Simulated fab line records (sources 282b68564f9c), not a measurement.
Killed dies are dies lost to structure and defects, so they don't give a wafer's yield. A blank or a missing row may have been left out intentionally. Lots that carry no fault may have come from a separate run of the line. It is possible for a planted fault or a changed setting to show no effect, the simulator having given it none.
Problem report, 8D (eight disciplines) form, completed by code	flow rit cmos	the parts of the form that need people (team, actions taken, sign-off) are left out

1. PROBLEM STATEMENT
Mean M1_AL_RS at RIT_M1_RS_MEAS_01: 0.0653 ohm/sq over 2 wafers in 2 lots; fault-free wafers: 0.0733 ohm/sq, standard deviation 0.00074. Relative to the usual mean, that is a shift of -11 standard deviations.
The step: measures by four-point-probe.
First seen on wafer L647.3, day 5 09:05, on film metro-04. The record has a number at this step for 42 wafers belonging to 14 lots. The rule behind "out" and "out of limits": a value lying over 4 standard deviations away from the usual mean. The rest of the wafers with a number are treated as sound.

2. WHAT IT IS; WHAT IT IS NOT
question	is	is not
which readings at this step	M1_AL_RS	-
which lots	L647, L650	L637, L638, L639, L641, L643, L644, L651, L653, L654, L658, L659, L660
which wafers of those lots	L647.3, L650.6	L647.4, L647.6, L650.3, L650.4
read on which gauges	film metro-04	film metro-02, film metro-03
when	from day 5 09:05	up to then (20 sound wafers); but 20 sound wafers of L650, L651, L653, L654, L658, L659, L660 came after

3. THE SUSPECTS, EACH WITH WHAT RULES IT OUT
Counting: if a tool at a process step up to the reading ran every lot that is out, it stays a suspect. Sound lots after the first of them don't rule it out here, since some wafers of a struck lot are sound.
- ruled out: the gauge at RIT_M1_RS_MEAS_01. All the wafers that are out were read on film metro-04, but those of them that RIT_M1_METAL_ETCH_12 has rows for are out there too, on other tools.
- pvd sputter-04 at RIT_M1_SPUTTER_00 (material Al, target thk 400 nm, time 500 s): kept. Every lot that is out went through it, the first being L647 (day 5 08:45); the last sound lot it ran before that was L643 (day 4 19:10).
Left after counting: pvd sputter-04 at RIT_M1_SPUTTER_00.

4. THE CAUSE (what the simulator had put in)
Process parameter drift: pvd sputter-04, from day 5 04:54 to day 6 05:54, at RIT_M1_SPUTTER_00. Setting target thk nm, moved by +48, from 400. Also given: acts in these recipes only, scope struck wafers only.
This tool alone remained once counting was done.

5. THE EFFECT CHAIN, in route order
Rows list readings where the struck wafers' mean (over those with a number) sits beyond 3 standard deviations from the usual. Only readings whose record carries a usual standard deviation are examined. hours: median over the lots of the time between each lot's start at the first step of this table that gives one and its start at this step. sigmas: the change, counted in usual standard deviations.
hours	step	reading	usual	on struck wafers	change	sigmas
0	RIT_M1_RS_MEAS_01	M1_AL_RS	0.0733 ohm/sq	0.0653	-0.0080	-11
0	RIT_M1_THK_MEAS_02	M1_AL_THK	405 nm	454	+50	+11
2	RIT_M1_METAL_ETCH_12	oes product au	0.787 a.u.	0.853	+0.066	+7.0
Process steps it contains:
- RIT_M1_METAL_ETCH_12: etches Al in Cl2/BCl3, stops on SiO2, time 165 s, target depth 600 nm.

6. WHAT WOULD HAVE CAUGHT IT SOONER
4 hours passed between the start of the fault at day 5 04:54 and the first reading out of limits at a measuring or inspecting step in this record, taken at day 5 09:05.
An alarm limit of 4 standard deviations would not have fired on the tool readings at RIT_M1_SPUTTER_00 for which the record gives a usual standard deviation, since none of them was out on any struck wafer.
Of the lots that are out (2), L650 began RIT_M1_SPUTTER_00 on pvd sputter-04 after day 5 09:05. A hold on the tool at that time would have spared it.
